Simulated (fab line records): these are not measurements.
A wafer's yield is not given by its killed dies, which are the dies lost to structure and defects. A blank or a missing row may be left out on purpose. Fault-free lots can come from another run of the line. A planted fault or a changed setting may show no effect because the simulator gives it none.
What tool caused it? ; flow rit-cmos ; Sampling: 14 lots, 42 wafers, 3 of 202 route steps

## WHAT EACH GAUGE READ, for each wafer
RIT_NLDD_TW_MEAS_10. Usual: NLDD_TW 2490, standard deviation 26.
lot;measured;on;NLDD_TW;flag
L269;day 2 23:03;film-metro-01;2480 2463 2471;
L270;day 3 04:35;film-metro-01;2457 2458 2467;
L271;day 3 08:26;film-metro-03;2528 2512 2522;
L272;day 3 10:51;film-metro-04;2491 2488 2494;
L273;day 3 18:50;film-metro-01;2469 2464 2465;
L274;day 3 23:09;film-metro-03;2532 2533 2518;
L275;day 4 02:07;film-metro-01;2504 2496 2496;
L279;day 5 00:09;film-metro-01;2469 2458 2473;
L280;day 5 01:48;film-metro-03;2533 2537 2529;
L281;day 5 11:33;film-metro-04;2507 2495 2499;
L283;day 5 20:09;film-metro-01;2694 2696 2700 2704 2703 2704;OFF
L285;day 6 06:10;film-metro-01;2464 2454 2464;
L286;day 6 07:58;film-metro-01;2705 2680 2696 2697 2696 2685;OFF
L291;day 7 11:16;film-metro-03;2493 2510 2516;

RIT_SDANNEAL_RS_MEAS_07: measures by four-point-probe. Usual: NLDD_RS 151.6 ohm/sq, standard deviation 0.6.
lot;measured;on;NLDD_RS (ohm/sq);flag
L269;day 3 07:01;film-metro-01;150.8 151.2 150.5;
L270;day 3 12:40;film-metro-01;152.5 152.6 152.3;
L271;day 3 17:17;film-metro-04;152.0 152.2 152.3;
L272;day 3 18:58;film-metro-04;151.2 151.1 151.0;
L273;day 4 02:43;film-metro-04;151.6 151.1 151.2;
L274;day 4 07:14;film-metro-01;151.3 151.0 152.0;
L275;day 4 10:26;film-metro-04;151.9 150.9 152.3;
L279;day 5 08:15;film-metro-04;151.4 151.4 151.9;
L280;day 5 10:01;film-metro-01;151.5 151.8 151.9;
L281;day 5 19:19;film-metro-01;151.7 151.9 151.7;
L283;day 6 13:04;film-metro-01;114.3 114.2 114.2 113.9 114.2 114.4;OFF
L285;day 6 15:05;film-metro-03;151.2 151.8 151.3;
L286;day 6 19:49;film-metro-04;113.5 113.7 113.5 113.7 113.6 113.7;OFF
L291;day 7 19:20;film-metro-01;150.8 151.1 151.1;

## WHICH TOOL RAN EACH LOT (tool, then ch and the chambers of the sampled wafers, then the start)
lot;RIT_NLDD_IMPLANT_08
L269;implanter-02 ch 0, day 2 22:44
L270;implanter-01 ch 0, day 3 04:15
L271;implanter-01 ch 0, day 3 08:07
L272;implanter-04 ch 0, day 3 10:31
L273;implanter-04 ch 0, day 3 18:32
L274;implanter-02 ch 0, day 3 22:50
L275;implanter-02 ch 0, day 4 01:50
L279;implanter-04 ch 0, day 4 23:49
L280;implanter-01 ch 0, day 5 01:31
L281;implanter-04 ch 0, day 5 11:14
L283;implanter-04 ch 0, day 5 19:49
L285;implanter-02 ch 0, day 6 05:53
L286;implanter-04 ch 0, day 6 07:38
L291;implanter-01 ch 0, day 7 10:59
- RIT_NLDD_IMPLANT_08

## AS READ BY THE TOOLS THEMSELVES (means over the sampled wafers that have a number; for cases with no such wafer, the mark the record gives instead)
RIT_NLDD_IMPLANT_08. Usual: beam-energy-keV 19.999, standard deviation 0.0062; beam-on-s 10.01 s, standard deviation 0.2; dose-ions-cm2 5e+14, standard deviation 5.8e+11; faraday-current-uA 1571, standard deviation 32.
lot;tool;beam-energy-keV;beam-on-s (s);dose-ions-cm2;faraday-current-uA;flag
L269;implanter-02;20.003;9.71;5e+14;1618;
L270;implanter-01;19.998;9.92;5e+14;1580;
L271;implanter-01;19.997;10.02;5e+14;1565;
L272;implanter-04;19.997;10.01;5e+14;1572;
L273;implanter-04;20.000;10.01;5e+14;1576;
L274;implanter-02;19.998;9.93;5e+14;1586;
L275;implanter-02;19.996;9.97;5e+14;1577;
L279;implanter-04;20.010;10.02;5e+14;1573;
L280;implanter-01;20.005;9.89;5e+14;1589;
L281;implanter-04;19.999;9.93;5e+14;1591;
L283;implanter-04;19.990;14.31;5e+14;1102;OFF
L285;implanter-02;20.001;10.04;5e+14;1566;
L286;implanter-04;19.996;14.14;5e+14;1112;OFF
L291;implanter-01;19.995;10.01;5e+14;1574;

## THE ANSWER, worked out from the rows above alone
Rule: a lot is off if the mean of its wafers that have a number lies more than 3 standard deviations from the usual mean. A lot without any number at a reading at which 4 lots or more have one is off too. All remaining lots with rows at the step are treated as sound. First the gauges in route order, then the tools' own readings, where a lot's mean is used as printed above. The first step at which some lot is off is used, and at that step the reading that is off furthest; a lot without a number counts as furthest.
Off: at RIT_NLDD_TW_MEAS_10 (NLDD_TW), L283, L286.
A tool fits if, at a process step before that reading, it ran every lot that is off, and no sound lot after the first of them. Not tried: the gauges at RIT_NLDD_TW_MEAS_10; whatever is off there is also off at RIT_NLDD_IMPLANT_08, on other tools, and gauge error can't account for it. One candidate fits, namely implanter-04 at RIT_NLDD_IMPLANT_08. Its last sound lot is L281 (day 5 11:14), its first lot that is off L283 (day 5 19:49): a fault that began between those two fits.
The tool's own readings at RIT_NLDD_IMPLANT_08 bear it out: on the lots that are off they differ by more than 5 times the standard deviation of the sound lots' means. beam-on-s reads 14.23 s there against 9.96 s on the sound lots; faraday-current-uA reads 1107 there against 1581 on the sound lots.

## WHAT HAD BEEN PUT IN BY THE SIMULATOR
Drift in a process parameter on implanter-04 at RIT_NLDD_IMPLANT_08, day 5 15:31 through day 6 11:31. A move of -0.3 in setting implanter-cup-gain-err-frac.
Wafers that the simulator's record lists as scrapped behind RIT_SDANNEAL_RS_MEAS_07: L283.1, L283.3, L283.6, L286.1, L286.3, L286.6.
Struck lots among those shown: L283, L286. The rule given above showed the same thing.
